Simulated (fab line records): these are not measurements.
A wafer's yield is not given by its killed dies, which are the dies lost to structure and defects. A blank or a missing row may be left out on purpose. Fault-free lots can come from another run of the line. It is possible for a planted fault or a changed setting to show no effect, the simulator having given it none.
What tool caused it? || flow ritCmos || 14 lots, 42 wafers sampled, at 6 steps of a route of 202

== WHAT EACH GAUGE READ, for each wafer ==
RIT_ACTIVE_BOW_MEAS_00. Usual: INCOMING_BOW gives 0 um (standard deviation 7.1).
{"lot": "L480", "measured": "day 1 10:02", "on": "filmMetro-04", "INCOMING_BOW (um)": "-14 -3 3", "flag": ""}
{"lot": "L481", "measured": "day 1 15:00", "on": "filmMetro-01", "INCOMING_BOW (um)": "4 -6 -10", "flag": ""}
{"lot": "L482", "measured": "day 1 20:00", "on": "filmMetro-02", "INCOMING_BOW (um)": "3 10 -7", "flag": ""}
{"lot": "L485", "measured": "day 2 11:00", "on": "filmMetro-02", "INCOMING_BOW (um)": "0 7 2", "flag": ""}
{"lot": "L486", "measured": "day 2 16:00", "on": "filmMetro-04", "INCOMING_BOW (um)": "1 7 11", "flag": ""}
{"lot": "L487", "measured": "day 2 21:00", "on": "filmMetro-02", "INCOMING_BOW (um)": "-14 2 9", "flag": ""}
{"lot": "L488", "measured": "day 3 02:00", "on": "filmMetro-01", "INCOMING_BOW (um)": "-2 -4 8", "flag": ""}
{"lot": "L491", "measured": "day 3 17:00", "on": "filmMetro-02", "INCOMING_BOW (um)": "-7 -6 -6", "flag": ""}
{"lot": "L495", "measured": "day 4 13:00", "on": "filmMetro-01", "INCOMING_BOW (um)": "10 12 0", "flag": ""}
{"lot": "L497", "measured": "day 4 23:00", "on": "filmMetro-01", "INCOMING_BOW (um)": "10 -2 18", "flag": ""}
{"lot": "L499", "measured": "day 5 09:00", "on": "filmMetro-01", "INCOMING_BOW (um)": "2 -2 3", "flag": ""}
{"lot": "L500", "measured": "day 5 14:01", "on": "filmMetro-02", "INCOMING_BOW (um)": "5 3 -4", "flag": ""}
{"lot": "L502", "measured": "day 6 00:02", "on": "filmMetro-04", "INCOMING_BOW (um)": "-3 2 -2", "flag": ""}
{"lot": "L503", "measured": "day 6 05:00", "on": "filmMetro-02", "INCOMING_BOW (um)": "-8 -5 -9", "flag": ""}

RIT_FOX2_THK_MEAS_01. Usual: FOX2_OXIDE_THK gives 349 nm (standard deviation 6).
{"lot": "L480", "measured": "day 2 00:50", "on": "filmMetro-04", "FOX2_OXIDE_THK (nm)": "354 350 356", "flag": ""}
{"lot": "L481", "measured": "day 2 05:37", "on": "filmMetro-03", "FOX2_OXIDE_THK (nm)": "344 353 353", "flag": ""}
{"lot": "L482", "measured": "day 2 11:31", "on": "filmMetro-04", "FOX2_OXIDE_THK (nm)": "358 356 356", "flag": ""}
{"lot": "L485", "measured": "day 2 22:59", "on": "filmMetro-02", "FOX2_OXIDE_THK (nm)": "354 354 348", "flag": ""}
{"lot": "L486", "measured": "day 3 06:28", "on": "filmMetro-03", "FOX2_OXIDE_THK (nm)": "347 353 354", "flag": ""}
{"lot": "L487", "measured": "day 3 10:43", "on": "filmMetro-03", "FOX2_OXIDE_THK (nm)": "357 365 359", "flag": ""}
{"lot": "L488", "measured": "day 3 14:07", "on": "filmMetro-03", "FOX2_OXIDE_THK (nm)": "439 442 444", "flag": "OFF"}
{"lot": "L491", "measured": "day 4 04:11", "on": "filmMetro-02", "FOX2_OXIDE_THK (nm)": "336 339 334", "flag": ""}
{"lot": "L495", "measured": "day 4 23:36", "on": "filmMetro-02", "FOX2_OXIDE_THK (nm)": "445 444 439", "flag": "OFF"}
{"lot": "L497", "measured": "day 5 10:11", "on": "filmMetro-04", "FOX2_OXIDE_THK (nm)": "352 352 355", "flag": ""}
{"lot": "L499", "measured": "day 6 00:40", "on": "filmMetro-03", "FOX2_OXIDE_THK (nm)": "341 340 344", "flag": ""}
{"lot": "L500", "measured": "day 6 04:11", "on": "filmMetro-02", "FOX2_OXIDE_THK (nm)": "341 344 346", "flag": ""}
{"lot": "L502", "measured": "day 6 11:40", "on": "filmMetro-04", "FOX2_OXIDE_THK (nm)": "339 344 339", "flag": ""}
{"lot": "L503", "measured": "day 6 18:45", "on": "filmMetro-02", "FOX2_OXIDE_THK (nm)": "348 345 352", "flag": ""}

RIT_FOX2_THK_MEAS_90. Usual: FIELD_OXIDE_LEFT_1_THK gives 322 nm (standard deviation 6.1).
{"lot": "L480", "measured": "day 2 01:46", "on": "filmMetro-02", "FIELD_OXIDE_LEFT_1_THK (nm)": "327 323 329", "flag": ""}
{"lot": "L481", "measured": "day 2 06:30", "on": "filmMetro-02", "FIELD_OXIDE_LEFT_1_THK (nm)": "317 326 326", "flag": ""}
{"lot": "L482", "measured": "day 2 12:23", "on": "filmMetro-03", "FIELD_OXIDE_LEFT_1_THK (nm)": "330 328 329", "flag": ""}
{"lot": "L485", "measured": "day 2 23:52", "on": "filmMetro-03", "FIELD_OXIDE_LEFT_1_THK (nm)": "326 327 321", "flag": ""}
{"lot": "L486", "measured": "day 3 07:20", "on": "filmMetro-03", "FIELD_OXIDE_LEFT_1_THK (nm)": "320 325 327", "flag": ""}
{"lot": "L487", "measured": "day 3 11:36", "on": "filmMetro-03", "FIELD_OXIDE_LEFT_1_THK (nm)": "330 338 332", "flag": ""}
{"lot": "L488", "measured": "day 3 14:59", "on": "filmMetro-03", "FIELD_OXIDE_LEFT_1_THK (nm)": "412 415 417", "flag": "OFF"}
{"lot": "L491", "measured": "day 4 05:04", "on": "filmMetro-02", "FIELD_OXIDE_LEFT_1_THK (nm)": "308 312 307", "flag": ""}
{"lot": "L495", "measured": "day 5 00:29", "on": "filmMetro-02", "FIELD_OXIDE_LEFT_1_THK (nm)": "417 416 411", "flag": "OFF"}
{"lot": "L497", "measured": "day 5 11:04", "on": "filmMetro-04", "FIELD_OXIDE_LEFT_1_THK (nm)": "324 325 327", "flag": ""}
{"lot": "L499", "measured": "day 6 01:33", "on": "filmMetro-03", "FIELD_OXIDE_LEFT_1_THK (nm)": "314 313 317", "flag": ""}
{"lot": "L500", "measured": "day 6 05:04", "on": "filmMetro-04", "FIELD_OXIDE_LEFT_1_THK (nm)": "313 317 319", "flag": ""}
{"lot": "L502", "measured": "day 6 12:32", "on": "filmMetro-03", "FIELD_OXIDE_LEFT_1_THK (nm)": "312 316 312", "flag": ""}
{"lot": "L503", "measured": "day 6 19:38", "on": "filmMetro-04", "FIELD_OXIDE_LEFT_1_THK (nm)": "320 318 324", "flag": ""}

RIT_FOX2_THK_MEAS_91. Usual: FIELD_OXIDE_LEFT_2_THK gives 254 nm (standard deviation 6.2).
{"lot": "L480", "measured": "day 2 15:05", "on": "filmMetro-03", "FIELD_OXIDE_LEFT_2_THK (nm)": "260 256 262", "flag": ""}
{"lot": "L481", "measured": "day 2 20:49", "on": "filmMetro-04", "FIELD_OXIDE_LEFT_2_THK (nm)": "249 258 257", "flag": ""}
{"lot": "L482", "measured": "day 3 01:59", "on": "filmMetro-03", "FIELD_OXIDE_LEFT_2_THK (nm)": "262 260 261", "flag": ""}
{"lot": "L485", "measured": "day 3 14:18", "on": "filmMetro-03", "FIELD_OXIDE_LEFT_2_THK (nm)": "259 259 253", "flag": ""}
{"lot": "L486", "measured": "day 3 19:49", "on": "filmMetro-02", "FIELD_OXIDE_LEFT_2_THK (nm)": "252 258 259", "flag": ""}
{"lot": "L487", "measured": "day 4 02:16", "on": "filmMetro-03", "FIELD_OXIDE_LEFT_2_THK (nm)": "261 269 263", "flag": ""}
{"lot": "L488", "measured": "day 4 06:12", "on": "filmMetro-04", "FIELD_OXIDE_LEFT_2_THK (nm)": "344 347 349", "flag": "OFF"}
{"lot": "L491", "measured": "day 4 19:58", "on": "filmMetro-04", "FIELD_OXIDE_LEFT_2_THK (nm)": "240 242 238", "flag": ""}
{"lot": "L495", "measured": "day 5 12:55", "on": "filmMetro-04", "FIELD_OXIDE_LEFT_2_THK (nm)": "349 349 343", "flag": "OFF"}
{"lot": "L497", "measured": "day 6 03:26", "on": "filmMetro-03", "FIELD_OXIDE_LEFT_2_THK (nm)": "257 257 260", "flag": ""}
{"lot": "L499", "measured": "day 6 14:17", "on": "filmMetro-02", "FIELD_OXIDE_LEFT_2_THK (nm)": "245 244 248", "flag": ""}
{"lot": "L500", "measured": "day 6 17:39", "on": "filmMetro-04", "FIELD_OXIDE_LEFT_2_THK (nm)": "244 249 251", "flag": ""}
{"lot": "L502", "measured": "day 7 01:09", "on": "filmMetro-03", "FIELD_OXIDE_LEFT_2_THK (nm)": "243 249 244", "flag": ""}
{"lot": "L503", "measured": "day 7 09:53", "on": "filmMetro-03", "FIELD_OXIDE_LEFT_2_THK (nm)": "252 249 255", "flag": ""}

RIT_GATE_THK_MEAS_07. Usual: GATE_OXIDE_THK gives 3.00 nm (standard deviation 0.072).
{"lot": "L480", "measured": "day 2 19:10", "on": "filmMetro-03", "GATE_OXIDE_THK (nm)": "3.01 3.08 3.04", "flag": ""}
{"lot": "L481", "measured": "day 3 01:13", "on": "filmMetro-04", "GATE_OXIDE_THK (nm)": "3.04 2.93 2.91", "flag": ""}
{"lot": "L482", "measured": "day 3 09:16", "on": "filmMetro-03", "GATE_OXIDE_THK (nm)": "3.07 3.11 2.96", "flag": ""}
{"lot": "L485", "measured": "day 3 20:46", "on": "filmMetro-03", "GATE_OXIDE_THK (nm)": "3.07 3.01 3.04", "flag": ""}
{"lot": "L486", "measured": "day 3 23:47", "on": "filmMetro-03", "GATE_OXIDE_THK (nm)": "2.93 2.97 2.95", "flag": ""}
{"lot": "L487", "measured": "day 4 04:18", "on": "filmMetro-04", "GATE_OXIDE_THK (nm)": "2.94 2.98 3.01", "flag": ""}
{"lot": "L488", "measured": "day 4 11:19", "on": "filmMetro-03", "GATE_OXIDE_THK (nm)": "2.79 2.84 2.87", "flag": ""}
{"lot": "L491", "measured": "day 5 00:10", "on": "filmMetro-04", "GATE_OXIDE_THK (nm)": "2.87 2.87 2.85", "flag": ""}
{"lot": "L495", "measured": "day 5 20:49", "on": "filmMetro-04", "GATE_OXIDE_THK (nm)": "2.90 2.91 2.98", "flag": ""}
{"lot": "L497", "measured": "day 6 06:04", "on": "filmMetro-02", "GATE_OXIDE_THK (nm)": "2.98 2.98 3.04", "flag": ""}
{"lot": "L499", "measured": "day 6 15:49", "on": "filmMetro-03", "GATE_OXIDE_THK (nm)": "3.16 3.09 3.16", "flag": ""}
{"lot": "L500", "measured": "day 6 20:25", "on": "filmMetro-02", "GATE_OXIDE_THK (nm)": "3.00 3.08 3.08", "flag": ""}
{"lot": "L502", "measured": "day 7 06:05", "on": "filmMetro-04", "GATE_OXIDE_THK (nm)": "2.95 2.95 3.01", "flag": ""}
{"lot": "L503", "measured": "day 7 13:48", "on": "filmMetro-02", "GATE_OXIDE_THK (nm)": "3.10 3.06 3.04", "flag": ""}

== WHICH TOOL RAN EACH LOT (tool, then ch and the chambers of the sampled wafers, then the start) ==
{"lot": "L480", "RIT_FOX2_OXIDATION_00": "furnace-04 ch 0, day 1 23:30"}
{"lot": "L481", "RIT_FOX2_OXIDATION_00": "furnace-04 ch 0, day 2 04:19"}
{"lot": "L482", "RIT_FOX2_OXIDATION_00": "furnace-04 ch 0, day 2 10:11"}
{"lot": "L485", "RIT_FOX2_OXIDATION_00": "furnace-04 ch 0, day 2 21:40"}
{"lot": "L486", "RIT_FOX2_OXIDATION_00": "furnace-04 ch 0, day 3 05:09"}
{"lot": "L487", "RIT_FOX2_OXIDATION_00": "furnace-01 ch 0, day 3 09:25"}
{"lot": "L488", "RIT_FOX2_OXIDATION_00": "furnace-04 ch 0, day 3 12:47"}
{"lot": "L491", "RIT_FOX2_OXIDATION_00": "furnace-01 ch 0, day 4 02:53"}
{"lot": "L495", "RIT_FOX2_OXIDATION_00": "furnace-04 ch 0, day 4 22:17"}
{"lot": "L497", "RIT_FOX2_OXIDATION_00": "furnace-03 ch 0, day 5 08:53"}
{"lot": "L499", "RIT_FOX2_OXIDATION_00": "furnace-03 ch 0, day 5 23:22"}
{"lot": "L500", "RIT_FOX2_OXIDATION_00": "furnace-03 ch 0, day 6 02:52"}
{"lot": "L502", "RIT_FOX2_OXIDATION_00": "furnace-03 ch 0, day 6 10:20"}
{"lot": "L503", "RIT_FOX2_OXIDATION_00": "furnace-03 ch 0, day 6 17:26"}
- RIT_FOX2_OXIDATION_00: target thk 350.7 nm, ox time 1130 s.

== WHAT THE TOOLS THEMSELVES READ (means of the sampled wafers that have a number; where no wafer has one, the mark that the record gives instead) ==
The record holds no such reading with a usual standard deviation.

== THE ANSWER, worked out from the rows above alone ==
Rule: take the mean of a lot's wafers that have a number; if it is more than 3 standard deviations from the usual mean, the lot is off. A lot without any number at a reading at which 4 lots or more have one is off too. Where the step has rows for the other lots, those lots are counted as sound. First the gauges in route order, then the tools' own readings, where a lot's mean is used as printed above. At the first step where some lot is off, the reading lying furthest off is the one used; lots without a number count as furthest.
Off: at RIT_FOX2_THK_MEAS_01 (FOX2_OXIDE_THK), L488, L495.
A tool fits if, at a process step before that reading, it ran every lot that is off, and no sound lot after the first of them. The gauges at RIT_FOX2_THK_MEAS_01 aren't tried: what is off there is off at RIT_FOX2_THK_MEAS_91 too, on other tools, and a gauge's error can't cause that. One candidate fits, namely furnace-04 at RIT_FOX2_OXIDATION_00. Its last sound lot is L486 (day 3 05:09), its first lot that is off L488 (day 3 12:47): a fault that began between those two fits.

== WHAT WAS PUT IN BY THE SIMULATOR ==
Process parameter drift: furnace-04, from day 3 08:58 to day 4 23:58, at RIT_FOX2_OXIDATION_00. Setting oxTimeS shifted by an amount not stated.
Struck lots among those shown: L488, L495. The same result came from the rule above.
